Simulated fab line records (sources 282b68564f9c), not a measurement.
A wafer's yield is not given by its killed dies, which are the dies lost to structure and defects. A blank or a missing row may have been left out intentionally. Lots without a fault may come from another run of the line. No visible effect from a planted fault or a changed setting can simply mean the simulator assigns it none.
Chamber matching ; flow ritCmos ; rieSi-02 running RIT_GATE_ETCH_19: 4 sister chambers
The step etches poly-Si in SF6/CHF3/O2, stops on SiO2, time 165 s, target depth 312.5 nm. 14 wafers are shown with their chamber, then 7 later ones without.

WAFERS WITH THEIR CHAMBER
wafer;chamber;throttleValvePct (%);oesProductAu (a.u.);runLengthS (s)
L400.1;3;10.21;0.838;193.1
L400.3;0;10.20;0.843;193.3
L400.4;2;10.15;0.868;193.8
L402.2;2;10.15;0.864;193.5
L402.5;1;10.17;0.841;194.3
L402.6;0;10.20;0.851;193.8
L406.1;1;10.15;0.851;194.1
L406.2;2;10.15;0.869;193.5
L406.3;0;10.18;0.859;193.3
L407.1;0;10.20;0.855;193.6
L407.5;0;10.20;0.842;194.1
L407.6;3;10.21;0.834;192.9
L409.2;0;10.20;0.853;193.4
L409.5;1;10.15;0.844;193.6

SIGNATURES (means of the wafers above)
reading;chamber 0;chamber 1;chamber 2;chamber 3;scatter within a chamber
throttleValvePct;10.1967;10.1567;10.1500;10.2100;0.00775
oesProductAu;0.85050;0.84533;0.86700;0.83600;0.0055
runLengthS;193.583;194.000;193.600;193.000;0.291
Rule: a wafer's distance from a chamber is the root of the sum, over the readings, of the square of ((its reading less the chamber's mean) divided by the reading's scatter). The wafer belongs to the nearest chamber; if the next one is less than 2 further off, it can't be placed. The scatter: the root of (the sum of the squares of (reading less its chamber's mean) over the shown wafers, divided by (wafers less chambers)).

WAFERS WHOSE CHAMBER IS MISSING
wafer;throttleValvePct (%);oesProductAu (a.u.);runLengthS (s)
L409.6;10.14;0.853;193.4
L411.3;10.19;0.850;193.0
L411.4;10.15;0.835;193.7
L411.5;10.21;0.856;193.7
L415.1;10.19;0.854;194.0
L415.4;10.21;0.844;193.5
L415.5;10.14;0.868;193.7

THE CHAMBER EACH PASSED THROUGH
wafer;from the rows above;in truth
L409.6;can't be placed: 2 or 1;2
L411.3;can't be placed: 0 or 3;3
L411.4;1;1
L411.5;0;0
L415.1;0;0
L415.4;can't be placed: 0 or 3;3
L415.5;2;2
Correctly placed: 4 of 7. Cannot be placed on the basis of these rows: 3; the candidates contain the true chamber in 3. Wrongly placed: 0.
